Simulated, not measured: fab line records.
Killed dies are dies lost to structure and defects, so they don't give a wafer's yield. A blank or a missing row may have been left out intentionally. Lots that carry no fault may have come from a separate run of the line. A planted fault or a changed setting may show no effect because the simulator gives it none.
Which tool is to blame? ; flow berkeley_cmos170 ; 42 wafers from 14 lots sampled at 4 of the route's 331 steps

## WHAT EACH GAUGE READ, for each wafer
UCB170_PWELL_OVL_MEAS_13. Usual: for PWELL_OVL the level is -2 nm and the standard deviation is 5.7.
lot;measured;on;PWELL_OVL (nm);flag
L134;day 3 04:58;overlay-01;-11 -1 -12;
L137;day 3 16:19;overlay-02;-2 -8 -1;
L136;day 3 16:35;overlay-01;5 -1 -1;
L138;day 4 13:50;overlay-02;-16 -6 -3;
L139;day 4 14:09;overlay-02;-6 -6 -9;
L142;day 5 00:38;overlay-01;-2 9 6;
L143;day 5 05:10;overlay-02;2 1 -5;
L144;day 5 04:53;overlay-01;-5 -10 -8;
L148;day 5 23:55;overlay-01;7 2 10;
L150;day 6 08:20;overlay-02;7 0 0;
L152;day 6 22:29;overlay-02;-8 -7 -5;
L153;day 6 22:44;overlay-01;0 -1 4;
L154;day 7 11:19;overlay-02;-11 -12 -9;
L155;day 7 11:02;overlay-01;12 1 4;

UCB170_SACOX_THK_MEAS_02. Usual: for SACOX_OXIDE_THK the level is 14.50 nm and the standard deviation is 0.24.
lot;measured;on;SACOX_OXIDE_THK (nm);flag
L134;day 5 12:11;film_metro-04;14.65 14.62 14.44;
L137;day 6 02:13;film_metro-01;14.64 14.18 14.60;
L136;day 6 02:14;film_metro-02;14.54 14.64 14.57;
L138;day 7 00:35;film_metro-02;14.34 14.16 14.25;
L139;day 7 00:36;film_metro-04;14.46 14.54 14.50;
L142;day 7 07:23;film_metro-01;14.38 14.35 14.29;
L143;day 7 07:24;film_metro-04;14.65 14.86 14.72;
L144;day 7 07:27;film_metro-01;14.45 14.88 14.73;
L148;day 8 03:55;film_metro-01;14.33 14.21 14.18;
L150;day 8 03:59;film_metro-01;14.75 14.66 14.28;
L152;day 9 03:10;film_metro-01;13.98 14.15 14.41;
L153;day 9 03:07;film_metro-02;14.43 14.44 14.39;
L154;day 9 17:43;film_metro-04;14.67 14.76 14.87;
L155;day 9 17:44;film_metro-02;14.18 14.53 14.18;

UCB170_V1_OVL_MEAS_13. Usual: for V1_OVL the level is -1 nm and the standard deviation is 4.7.
lot;measured;on;V1_OVL (nm);flag
L134;day 7 21:41;overlay-01;-3 -1 -5;
L137;day 8 06:46;overlay-02;-3 0 -4;
L136;day 8 08:05;overlay-02;8 10 4;
L138;day 9 03:16;overlay-01;1 1 -1;
L139;day 9 01:43;overlay-02;-6 -1 -5;
L142;day 9 14:40;overlay-01;2 4 0;
L143;day 9 14:24;overlay-02;-6 0 -1;
L144;day 9 14:08;overlay-02;1 3 2;
L148;day 11 00:41;overlay-01;-2 -1 -1;
L150;day 10 19:40;overlay-01;5 0 3;
L152;day 11 16:59;overlay-02;0 -10 -8;
L153;day 11 17:08;overlay-01;0 1 3;
L154;day 12 04:10;overlay-01;2 -3 0;
L155;day 12 05:22;overlay-01;-5 1 -2;

## TOOL THAT RAN EACH LOT (tool first, then ch and the chambers of the sampled wafers, then the start)
lot;UCB170_NWELL_SOFTBAKE_08
L134;litho_track-04 ch 0, day 2 10:08
L137;litho_track-03 ch 0, day 2 19:31
L136;litho_track-01 ch 0, day 2 23:01
L138;litho_track-03 ch 0, day 3 12:07
L139;litho_track-04 ch 0, day 3 12:22
L142;litho_track-04 ch 0, day 4 03:46
L143;litho_track-04 ch 0, day 4 10:12
L144;litho_track-03 ch 0, day 4 10:31
L148;litho_track-04 ch 0, day 5 04:33
L150;litho_track-04 ch 0, day 5 14:39
L152;litho_track-01 ch 0, day 6 00:40
L153;litho_track-01 ch 0, day 6 06:50
L154;litho_track-01 ch 0, day 6 15:22
L155;litho_track-01 ch 0, day 6 17:57
- UCB170_NWELL_SOFTBAKE_08: time 60 s.

## AS READ BY THE TOOLS THEMSELVES (means over the sampled wafers that have a number; for cases with no such wafer, the mark the record gives instead)
UCB170_NWELL_SOFTBAKE_08. Usual: run_length_s 89.11 s, standard deviation 0.19.
lot;tool;run_length_s (s);flag
L134;litho_track-04;89.00;
L137;litho_track-03;89.01;
L136;litho_track-01;89.26;
L138;litho_track-03;89.12;
L139;litho_track-04;89.05;
L142;litho_track-04;89.08;
L143;litho_track-04;88.93;
L144;litho_track-03;89.10;
L148;litho_track-04;91.69;OFF
L150;litho_track-04;91.63;OFF
L152;litho_track-01;89.35;
L153;litho_track-01;89.33;
L154;litho_track-01;89.35;
L155;litho_track-01;89.41;

## THE ANSWER, worked out from the rows above alone
Rule: a lot is off if the mean of its wafers that have a number lies more than 3 standard deviations from the usual mean. Also off: a lot with no number at a reading for which 4 or more lots have one. Where the step has rows for the other lots, those lots are counted as sound. First the gauges in route order, then the tools' own readings, where a lot's mean is used as printed above. The first step at which some lot is off is used, and at that step the reading that is off furthest; a lot without a number counts as furthest.
Off: L148, L150 (UCB170_NWELL_SOFTBAKE_08, run_length_s).
A tool fits if, at that step or a process step before it, it ran every lot that is off, and no sound lot after the first of them. One fits: UCB170_NWELL_SOFTBAKE_08 on litho_track-04. A fault onset in the window from L143 (day 4 10:12, its last sound lot) to L148 (day 5 04:33, its first lot off) fits.
On the lots that are off, the tool's own readings at UCB170_NWELL_SOFTBAKE_08 differ by more than 5 times the standard deviation of the sound lots' means, which bears it out; run_length_s reads 91.66 s there versus 89.17 s on the sound lots.

## WHAT THE SIMULATOR PUT IN
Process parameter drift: litho_track-04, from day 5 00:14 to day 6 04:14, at UCB170_NWELL_SOFTBAKE_08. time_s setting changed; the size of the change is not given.
Shown lots that were struck: L148, L150. The rule given above showed the same thing.
